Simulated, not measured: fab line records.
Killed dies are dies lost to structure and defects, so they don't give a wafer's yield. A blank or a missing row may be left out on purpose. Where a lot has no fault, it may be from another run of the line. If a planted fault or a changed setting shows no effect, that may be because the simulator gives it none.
Lot-split experiment || flow ritCmos || on a route of 202 steps: 5 lots, 23 wafers read

THE SPLIT
At RIT_M1_DEVELOP_08 (develop time 68 s), the setting developTimeS was moved away from the recipe's 68 s on 10 of the 23 wafers read, by -8.3% to +13.2%. All remaining wafers had this setting at the recipe value.

FROM THE SPLIT TO THE READING: what the file shows between them, 5 steps
- RIT_M1_CD_MEAS_09: target cd 2600 nm
- RIT_M1_HARDBAKE_11: time 120 s
- RIT_M1_METAL_ETCH_12: etches Al in Cl2/BCl3, stops on SiO2, time 165 s, target depth 600 nm
- RIT_M1_STRIP_13: strips in nmp, time 600 s
- RIT_M1_STRIP_14: strips in O2, time 180 s

THE READING
At RIT_M1_CD_MEAS_90: cdNm in nanometres, against a target cd of 2600 nm. Typical for fault-free wafers on this fab line: 2600.7 nm, with standard deviation 2.8 nm.

{"wafer": "L075.1", "tool, chamber at the split": "lithoTrack-04, 0", "developTimeS as run, s": 68, "against the recipe": "recipe", "cdNm, nm": 2603.4, "against lot-mates on the recipe": "-"}
{"wafer": "L075.2", "tool, chamber at the split": "lithoTrack-04, 0", "developTimeS as run, s": 62.35, "against the recipe": "-8.3%", "cdNm, nm": 2609.1, "against lot-mates on the recipe": "+6.7"}
{"wafer": "L075.3", "tool, chamber at the split": "lithoTrack-04, 0", "developTimeS as run, s": 62.35, "against the recipe": "-8.3%", "cdNm, nm": 2616.8, "against lot-mates on the recipe": "+14.4"}
{"wafer": "L075.4", "tool, chamber at the split": "lithoTrack-04, 0", "developTimeS as run, s": 62.35, "against the recipe": "-8.3%", "cdNm, nm": 2608.1, "against lot-mates on the recipe": "+5.7"}
{"wafer": "L075.5", "tool, chamber at the split": "lithoTrack-04, 0", "developTimeS as run, s": 68, "against the recipe": "recipe", "cdNm, nm": 2601.4, "against lot-mates on the recipe": "-"}
{"wafer": "L076.1", "tool, chamber at the split": "lithoTrack-02, 0", "developTimeS as run, s": 68, "against the recipe": "recipe", "cdNm, nm": 2599.9, "against lot-mates on the recipe": "-"}
{"wafer": "L076.4", "tool, chamber at the split": "lithoTrack-02, 0", "developTimeS as run, s": 68, "against the recipe": "recipe", "cdNm, nm": 2601.0, "against lot-mates on the recipe": "-"}
{"wafer": "L076.5", "tool, chamber at the split": "lithoTrack-02, 0", "developTimeS as run, s": 68, "against the recipe": "recipe", "cdNm, nm": 2599.7, "against lot-mates on the recipe": "-"}
{"wafer": "L080.1", "tool, chamber at the split": "lithoTrack-04, 0", "developTimeS as run, s": 76.99, "against the recipe": "+13.2%", "cdNm, nm": 2584.1, "against lot-mates on the recipe": -14.3}
{"wafer": "L080.2", "tool, chamber at the split": "lithoTrack-04, 0", "developTimeS as run, s": 68, "against the recipe": "recipe", "cdNm, nm": 2599.5, "against lot-mates on the recipe": "-"}
{"wafer": "L080.3", "tool, chamber at the split": "lithoTrack-04, 0", "developTimeS as run, s": 68, "against the recipe": "recipe", "cdNm, nm": 2597.3, "against lot-mates on the recipe": "-"}
{"wafer": "L080.4", "tool, chamber at the split": "lithoTrack-04, 0", "developTimeS as run, s": 76.99, "against the recipe": "+13.2%", "cdNm, nm": 2590.6, "against lot-mates on the recipe": -7.8}
{"wafer": "L080.5", "tool, chamber at the split": "lithoTrack-04, 0", "developTimeS as run, s": 76.99, "against the recipe": "+13.2%", "cdNm, nm": 2584.0, "against lot-mates on the recipe": -14.4}
{"wafer": "L082.1", "tool, chamber at the split": "lithoTrack-01, 0", "developTimeS as run, s": 65.16, "against the recipe": "-4.2%", "cdNm, nm": 2610.4, "against lot-mates on the recipe": "+5.2"}
{"wafer": "L082.2", "tool, chamber at the split": "lithoTrack-01, 0", "developTimeS as run, s": 65.16, "against the recipe": "-4.2%", "cdNm, nm": 2609.9, "against lot-mates on the recipe": "+4.7"}
{"wafer": "L082.3", "tool, chamber at the split": "lithoTrack-01, 0", "developTimeS as run, s": 68, "against the recipe": "recipe", "cdNm, nm": 2605.4, "against lot-mates on the recipe": "-"}
{"wafer": "L082.4", "tool, chamber at the split": "lithoTrack-01, 0", "developTimeS as run, s": 68, "against the recipe": "recipe", "cdNm, nm": 2605.5, "against lot-mates on the recipe": "-"}
{"wafer": "L082.5", "tool, chamber at the split": "lithoTrack-01, 0", "developTimeS as run, s": 68, "against the recipe": "recipe", "cdNm, nm": 2604.6, "against lot-mates on the recipe": "-"}
{"wafer": "L085.2", "tool, chamber at the split": "lithoTrack-02, 0", "developTimeS as run, s": 63.72, "against the recipe": "-6.3%", "cdNm, nm": 2606.0, "against lot-mates on the recipe": "+5.7"}
{"wafer": "L085.3", "tool, chamber at the split": "lithoTrack-02, 0", "developTimeS as run, s": 68, "against the recipe": "recipe", "cdNm, nm": 2599.0, "against lot-mates on the recipe": "-"}
{"wafer": "L085.4", "tool, chamber at the split": "lithoTrack-02, 0", "developTimeS as run, s": 68, "against the recipe": "recipe", "cdNm, nm": 2600.9, "against lot-mates on the recipe": "-"}
{"wafer": "L085.5", "tool, chamber at the split": "lithoTrack-02, 0", "developTimeS as run, s": 68, "against the recipe": "recipe", "cdNm, nm": 2601.1, "against lot-mates on the recipe": "-"}
{"wafer": "L085.6", "tool, chamber at the split": "lithoTrack-02, 0", "developTimeS as run, s": 63.72, "against the recipe": "-6.3%", "cdNm, nm": 2610.0, "against lot-mates on the recipe": "+9.7"}

FIT RESULTS
A straight line over all 23 wafers: cdNm changes by -1.19 nm for each +1% of developTimeS; r = -0.93; the points scatter about the line by 3 nm.
The same after taking each lot's own level away (the mean of its wafers on the recipe; 23 wafers): -0.994 nm for each +1%; r = -0.95; scatter 2.1 nm.
That fit puts the effect of the largest move of developTimeS on the reading at 13 nm.
The lots' own levels span 2598.40 to 2605.17 nm, that is 2.4 times the standard deviation above.
Thus the slope moves with the lot-to-lot level: the two fits are different.
Check: for one of the wafers moved furthest among these (+13.2%), held out of the fit, the line's prediction against its lot-mates is -12.2 nm. It came out at -14.3 nm against them.

THE WHOLE CHAIN: every reading that the file lists as answering this split, in the file's order
{"step": "RIT_M1_CD_MEAS_09", "what it does": "target cd 2600 nm", "reading": "cdNm", "change (the file's fit)": "-0.93 nm for each +1% of the setting", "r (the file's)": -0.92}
{"step": "RIT_M1_METAL_ETCH_12", "what it does": "etches Al in Cl2/BCl3, stops on SiO2, time 165 s, target depth 600 nm", "reading": "M1.cdNm (the simulator's own value, which no gauge read)", "change (the file's fit)": "-1.03 nm for each +1% of the setting", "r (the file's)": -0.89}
{"step": "RIT_M1_CD_MEAS_90", "what it does": "target cd 2600 nm", "reading": "cdNm", "change (the file's fit)": "-1.01 nm for each +1% of the setting", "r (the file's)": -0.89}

FILE'S OWN FIT
cdNm changes by -1.01 nm for each +1% of developTimeS, r = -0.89.
